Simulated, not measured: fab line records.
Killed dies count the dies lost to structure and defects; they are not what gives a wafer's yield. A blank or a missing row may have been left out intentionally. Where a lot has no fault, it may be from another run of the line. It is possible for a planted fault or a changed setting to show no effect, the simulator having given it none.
A sampling plan put to the test | flow rit_cmos | each of the 20 faults these records tell of, on one fab line, judged from the records of the lots it struck
The plan is the line's own looks: the steps of the route at which a gauge or an inspection reads the wafer and doesn't change it. Where struck wafers have a number at a look and the file lists that look's usual mean and standard deviation on fault-free wafers, the look can be judged. Caught: the struck wafers' mean, at a look after the fault's first step, is 4 or more of those standard deviations (sigma) away from the usual mean. On the tool: here the same test is run on the tool's own readings at the fault's steps. Caught also covers a different recipe on the struck wafers, or a record left blank for those wafers only.

== THE FAULTS, as the simulator had put them in ==
1. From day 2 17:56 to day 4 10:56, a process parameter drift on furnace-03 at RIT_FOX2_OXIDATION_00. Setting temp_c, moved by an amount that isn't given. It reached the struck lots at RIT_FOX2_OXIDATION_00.
2. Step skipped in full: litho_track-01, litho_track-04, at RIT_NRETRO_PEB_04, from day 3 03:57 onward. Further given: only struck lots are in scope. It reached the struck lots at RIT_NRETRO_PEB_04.
3. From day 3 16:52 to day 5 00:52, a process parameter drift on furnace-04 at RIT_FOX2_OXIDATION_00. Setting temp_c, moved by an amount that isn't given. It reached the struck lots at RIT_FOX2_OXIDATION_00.
4. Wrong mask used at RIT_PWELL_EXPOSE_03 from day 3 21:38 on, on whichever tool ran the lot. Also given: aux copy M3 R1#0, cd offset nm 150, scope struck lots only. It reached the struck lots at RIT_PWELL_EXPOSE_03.
5. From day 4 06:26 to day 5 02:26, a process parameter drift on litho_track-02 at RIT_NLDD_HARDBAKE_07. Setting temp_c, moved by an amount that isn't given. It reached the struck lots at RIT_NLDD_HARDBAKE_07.
6. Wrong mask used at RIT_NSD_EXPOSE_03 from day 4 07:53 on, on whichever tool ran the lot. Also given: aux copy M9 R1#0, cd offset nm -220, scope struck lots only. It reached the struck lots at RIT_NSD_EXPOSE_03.
7. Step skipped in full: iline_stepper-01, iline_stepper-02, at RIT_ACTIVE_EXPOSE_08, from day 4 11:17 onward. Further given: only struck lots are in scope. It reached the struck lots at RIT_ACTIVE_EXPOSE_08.
8. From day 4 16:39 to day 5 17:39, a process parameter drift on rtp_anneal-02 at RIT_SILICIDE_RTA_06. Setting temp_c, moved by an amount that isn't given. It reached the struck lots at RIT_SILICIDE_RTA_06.
9. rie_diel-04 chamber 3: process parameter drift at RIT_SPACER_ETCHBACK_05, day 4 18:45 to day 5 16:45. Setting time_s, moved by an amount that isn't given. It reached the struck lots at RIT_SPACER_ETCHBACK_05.
10. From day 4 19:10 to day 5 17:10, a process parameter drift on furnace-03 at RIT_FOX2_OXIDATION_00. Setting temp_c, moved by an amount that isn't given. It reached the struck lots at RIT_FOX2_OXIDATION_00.
11. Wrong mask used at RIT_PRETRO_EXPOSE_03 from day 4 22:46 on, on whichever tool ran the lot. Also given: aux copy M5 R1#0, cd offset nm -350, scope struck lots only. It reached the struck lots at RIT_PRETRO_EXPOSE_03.
12. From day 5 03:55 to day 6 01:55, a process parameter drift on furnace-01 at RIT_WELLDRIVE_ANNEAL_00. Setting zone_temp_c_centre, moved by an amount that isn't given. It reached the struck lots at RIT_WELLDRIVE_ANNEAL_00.
13. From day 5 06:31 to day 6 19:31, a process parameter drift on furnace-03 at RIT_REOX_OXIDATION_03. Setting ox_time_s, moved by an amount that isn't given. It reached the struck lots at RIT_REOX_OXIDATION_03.
14. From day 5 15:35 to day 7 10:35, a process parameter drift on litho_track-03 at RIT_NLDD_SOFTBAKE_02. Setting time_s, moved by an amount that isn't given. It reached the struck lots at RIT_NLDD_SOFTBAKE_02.
15. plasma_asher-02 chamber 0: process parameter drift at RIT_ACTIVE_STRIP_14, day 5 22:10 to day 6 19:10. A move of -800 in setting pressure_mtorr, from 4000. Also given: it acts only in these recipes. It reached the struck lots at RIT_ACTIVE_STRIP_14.
16. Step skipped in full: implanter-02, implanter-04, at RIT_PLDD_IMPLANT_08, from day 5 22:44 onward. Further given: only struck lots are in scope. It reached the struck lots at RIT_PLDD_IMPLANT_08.
17. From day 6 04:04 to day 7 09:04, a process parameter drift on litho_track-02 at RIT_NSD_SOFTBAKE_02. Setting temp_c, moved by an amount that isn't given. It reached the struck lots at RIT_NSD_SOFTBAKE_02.
18. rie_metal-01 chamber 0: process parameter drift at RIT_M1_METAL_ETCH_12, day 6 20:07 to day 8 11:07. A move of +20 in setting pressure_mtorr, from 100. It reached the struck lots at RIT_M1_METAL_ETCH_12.
19. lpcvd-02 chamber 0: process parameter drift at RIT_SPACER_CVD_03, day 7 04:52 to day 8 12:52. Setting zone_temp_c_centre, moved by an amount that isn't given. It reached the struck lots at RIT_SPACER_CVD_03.
20. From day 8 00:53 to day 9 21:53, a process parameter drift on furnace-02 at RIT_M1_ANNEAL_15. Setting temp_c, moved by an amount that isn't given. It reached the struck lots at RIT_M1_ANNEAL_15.

== WHAT THE PLAN SAW ==
fault | on the tool itself                               | first look that catches it                      | reading, sigma                                          | median hours from its first step to that look | hours from the fault's start to the first struck lot there | judged looks passed uncaught
1     | tube_center_temp_C +99 or beyond sigma           | none of the 4 looks that can be judged after it | strongest: FOX2_OXIDE_THK at RIT_FOX2_THK_MEAS_01, +3.6 | -                                             | -                                                          | 4
2     | no reading that can be judged                    | no look after it can be judged                  | -                                                       | -                                             | -                                                          | 0
3     | tube_center_temp_C +99 or beyond sigma           | RIT_FOX2_THK_MEAS_01                            | FOX2_OXIDE_THK +7.1                                     | 1.3                                           | 4                                                          | 0
4     | no reading that can be judged                    | no look after it can be judged                  | -                                                       | -                                             | -                                                          | 0
5     | heater_power_total_W +67 sigma                   | not the one look that can be judged after it    | -                                                       | -                                             | -                                                          | 1
6     | under 2 sigma                                    | no look after it can be judged                  | -                                                       | -                                             | -                                                          | 0
7     | no reading that can be judged                    | no look after it can be judged                  | -                                                       | -                                             | -                                                          | 0
8     | wafer_temp_C_max -93 sigma                       | no look after it can be judged                  | -                                                       | -                                             | -                                                          | 0
9     | run_length_s +97 sigma                           | no look after it can be judged                  | -                                                       | -                                             | -                                                          | 0
10    | tube_center_temp_C -99 or beyond sigma           | RIT_FOX2_THK_MEAS_01                            | FOX2_OXIDE_THK -9.3                                     | 1.3                                           | 9                                                          | 0
11    | no reading that can be judged                    | not the one look that can be judged after it    | -                                                       | -                                             | -                                                          | 1
12    | spike_tc_centre_C -24 sigma                      | RIT_WELLDRIVE_RS_MEAS_01                        | NWELL_RS +19                                            | 5.1                                           | 1                                                          | 0
13    | no reading that can be judged                    | RIT_REOX_THK_MEAS_04                            | REOX_OXIDE_THK +17                                      | 2.6                                           | 10                                                         | 0
14    | run_length_s -54 sigma                           | no look after it can be judged                  | -                                                       | -                                             | -                                                          | 0
15    | chamber_pressure_mTorr -99 or beyond sigma       | no look after it can be judged                  | -                                                       | -                                             | -                                                          | 0
16    | the tool's record is blank for the struck wafers | RIT_PLDD_TW_MEAS_10                             | PLDD_TW -99 or beyond                                   | 0.3                                           | 4                                                          | 0
17    | heater_power_total_W -26 sigma                   | no look after it can be judged                  | -                                                       | -                                             | -                                                          | 0
18    | chamber_pressure_mTorr +99 or beyond sigma       | no look after it can be judged                  | -                                                       | -                                             | -                                                          | 0
19    | spike_tc_centre_C +8.6 sigma                     | RIT_SPACER_THK_MEAS_04                          | SPACER_NITRIDE_THK +7.5                                 | 1.9                                           | 7                                                          | 0
20    | tube_center_temp_C -99 or beyond sigma           | no look after it can be judged                  | -                                                       | -                                             | -                                                          | 0
A dash: this means the fault isn't caught or the number doesn't appear in these records.

Caught at a look: 6 of 20. Caught on the tool: 14 of 20. By one or the other: 15 of 20.
Caught on the tool alone: faults 1, 5, 8, 9, 14, 15, 17, 18, 20.
Caught at a look alone: fault 13.
Caught by neither: faults 2, 4, 6, 7, 11.

== THINNER SAMPLING ==
Were the look that catches a fault to measure just every second or every third lot (counted by lot number), the first struck lot would, at worst, be measured this late:
fault | struck lots at that look, in order of time | every lot | every second lot | every third lot
3     | L739, L741                                 | 4 h       | may miss all 2   | may miss all 2
10    | L342, L344                                 | 9 h       | may miss all 2   | may miss all 2
12    | L226, L228, L230                           | 1 h       | may miss all 3   | 20 h
13    | L791, L793                                 | 10 h      | may miss all 2   | may miss all 2
16    | L891, L892                                 | 4 h       | 8 h              | may miss all 2
19    | L788, L789                                 | 7 h       | 14 h             | may miss all 2
Hours count from the start of the fault until the first struck lot that is measured. Since the struck wafers were tested as one group against 4 sigma, a single lot by itself may lie under the limit. Other struck lots may not be in these records.

== THE LONGEST TIMED WAY FROM STEP TO LOOK ==
In fault 12, a median of 5.1 hours elapses between RIT_WELLDRIVE_ANNEAL_00 and RIT_WELLDRIVE_RS_MEAS_01. No look between them can be judged.
